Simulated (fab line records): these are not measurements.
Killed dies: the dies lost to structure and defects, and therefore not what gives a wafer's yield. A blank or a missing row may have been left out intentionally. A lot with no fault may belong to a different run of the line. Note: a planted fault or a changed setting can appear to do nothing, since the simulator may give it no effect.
Split-lot study    flow rit_cmos    23 wafers read from 5 lots, route of 202 steps

ON THE SPLIT
At RIT_REOX_OXIDATION_03 (target thk 25.2 nm, ox time 5580 s), the setting ox_time_s was moved away from the recipe's 5580 s on 20 of the 23 wafers read, by -14.4% to -6.0%. All remaining wafers had this setting at the recipe value.

Reading taken at the split's own step.

THE READING
SiO2_of_REOX_OXIDATION_03.thk_nm (the simulator's own value, which no gauge read), in nm, at RIT_REOX_OXIDATION_03 (target thk 25.2 nm, ox time 5580 s). The file does not state a usual value for it. The 3 wafers here that ran the recipe average 25.75 nm, standard deviation 0.1 nm.

wafer   tool, chamber at the split  ox_time_s as run, s  against the recipe  SiO2_of_REOX_OXIDATION_03.thk_nm, nm  against lot-mates on the recipe
L076.3  furnace-01, 0               5580                 recipe              25.8                                  -
L076.4  furnace-01, 0               5580                 recipe              25.61                                 -
L076.6  furnace-01, 0               5580                 recipe              25.85                                 -
L080.2  -, -                        5246                 -6.0%               24.35                                 no lot-mate on the recipe
L080.3  -, -                        5246                 -6.0%               24.6                                  no lot-mate on the recipe
L080.4  -, -                        5246                 -6.0%               24.33                                 no lot-mate on the recipe
L080.5  -, -                        5246                 -6.0%               24.61                                 no lot-mate on the recipe
L080.6  -, -                        5246                 -6.0%               24.58                                 no lot-mate on the recipe
L082.1  -, -                        5001                 -10.4%              23.58                                 no lot-mate on the recipe
L082.2  -, -                        5001                 -10.4%              23.52                                 no lot-mate on the recipe
L082.3  -, -                        5001                 -10.4%              23.46                                 no lot-mate on the recipe
L082.4  -, -                        5001                 -10.4%              23.69                                 no lot-mate on the recipe
L082.6  -, -                        5001                 -10.4%              23.38                                 no lot-mate on the recipe
L083.1  -, -                        5038                 -9.7%               24.16                                 no lot-mate on the recipe
L083.2  -, -                        5038                 -9.7%               24.29                                 no lot-mate on the recipe
L083.4  -, -                        5038                 -9.7%               24.05                                 no lot-mate on the recipe
L083.5  -, -                        5038                 -9.7%               24.09                                 no lot-mate on the recipe
L083.6  -, -                        5038                 -9.7%               24.26                                 no lot-mate on the recipe
L084.2  -, -                        4778                 -14.4%              21.78                                 no lot-mate on the recipe
L084.3  -, -                        4778                 -14.4%              21.63                                 no lot-mate on the recipe
L084.4  -, -                        4778                 -14.4%              22.05                                 no lot-mate on the recipe
L084.5  -, -                        4778                 -14.4%              22                                    no lot-mate on the recipe
L084.6  -, -                        4778                 -14.4%              22.48                                 no lot-mate on the recipe

THE FIT
A straight line over all 23 wafers: SiO2_of_REOX_OXIDATION_03.thk_nm changes by +0.253 nm for each +1% of ox_time_s; r = +0.94; the points scatter about the line by 0.41 nm.
Too few moved wafers have a lot-mate on the recipe to fit a line with each lot's own level taken away.

THE FILE'S OWN FIT
SiO2_of_REOX_OXIDATION_03.thk_nm changes by +0.253 nm for each +1% of ox_time_s, r = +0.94.
